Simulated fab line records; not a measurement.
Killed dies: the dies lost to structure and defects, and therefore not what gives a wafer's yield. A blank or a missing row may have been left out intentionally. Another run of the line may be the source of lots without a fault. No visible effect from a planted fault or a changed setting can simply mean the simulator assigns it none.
Chamber matching / flow berkeley_cmos170 / UCB170_PWELL_ETCH_14 on rie_diel-01: 4 sister chambers
The step etches Si3N4 in CH3F/Ar/O2, stops on SiO2, target depth 242 nm, time 151 s. 8 wafers are shown with their chamber, then 7 later ones without.

== WAFERS WITH THEIR CHAMBER ==
wafer=L606.2; chamber=2; drypump_motor_current_A (A)=6.3; throttle_valve_pct (%)=8.19
wafer=L606.5; chamber=3; drypump_motor_current_A (A)=4.9; throttle_valve_pct (%)=8.05
wafer=L609.2; chamber=2; drypump_motor_current_A (A)=6.3; throttle_valve_pct (%)=8.20
wafer=L609.4; chamber=0; drypump_motor_current_A (A)=5.6; throttle_valve_pct (%)=8.06
wafer=L611.4; chamber=3; drypump_motor_current_A (A)=4.9; throttle_valve_pct (%)=8.07
wafer=L611.5; chamber=1; drypump_motor_current_A (A)=6.0; throttle_valve_pct (%)=8.04
wafer=L621.3; chamber=1; drypump_motor_current_A (A)=5.9; throttle_valve_pct (%)=8.04
wafer=L621.4; chamber=0; drypump_motor_current_A (A)=5.6; throttle_valve_pct (%)=8.05

== WAFERS WITHOUT THEIR CHAMBER ==
wafer=L621.6; drypump_motor_current_A (A)=6.0; throttle_valve_pct (%)=8.05
wafer=L623.3; drypump_motor_current_A (A)=4.9; throttle_valve_pct (%)=8.05
wafer=L623.4; drypump_motor_current_A (A)=5.9; throttle_valve_pct (%)=8.05
wafer=L623.6; drypump_motor_current_A (A)=4.9; throttle_valve_pct (%)=8.05
wafer=L627.2; drypump_motor_current_A (A)=6.3; throttle_valve_pct (%)=8.19
wafer=L627.4; drypump_motor_current_A (A)=5.6; throttle_valve_pct (%)=8.05
wafer=L627.6; drypump_motor_current_A (A)=6.3; throttle_valve_pct (%)=8.19

== THE CHAMBER EACH PASSED THROUGH ==
wafer=L621.6; from the rows above=1; in truth=1
wafer=L623.3; from the rows above=3; in truth=3
wafer=L623.4; from the rows above=1; in truth=1
wafer=L623.6; from the rows above=3; in truth=3
wafer=L627.2; from the rows above=2; in truth=2
wafer=L627.4; from the rows above=0; in truth=0
wafer=L627.6; from the rows above=2; in truth=2
7 of 7 placed correctly. Left unplaced by these rows: 0. Number placed wrongly: 0.
How it was worked out, from the rows above alone: a wafer's distance from a chamber is the root of the sum, over the readings, of the square of ((its reading less the chamber's mean) divided by the reading's scatter). If the next closest chamber is less than 2 further off than the closest, the wafer can't be placed; otherwise it belongs to the closest. The mean given for a chamber averages the wafers shown for that chamber. The scatter is the square root of a quotient: the sum, over the shown wafers, of each reading's squared deviation from its chamber's mean, divided by wafers minus chambers.
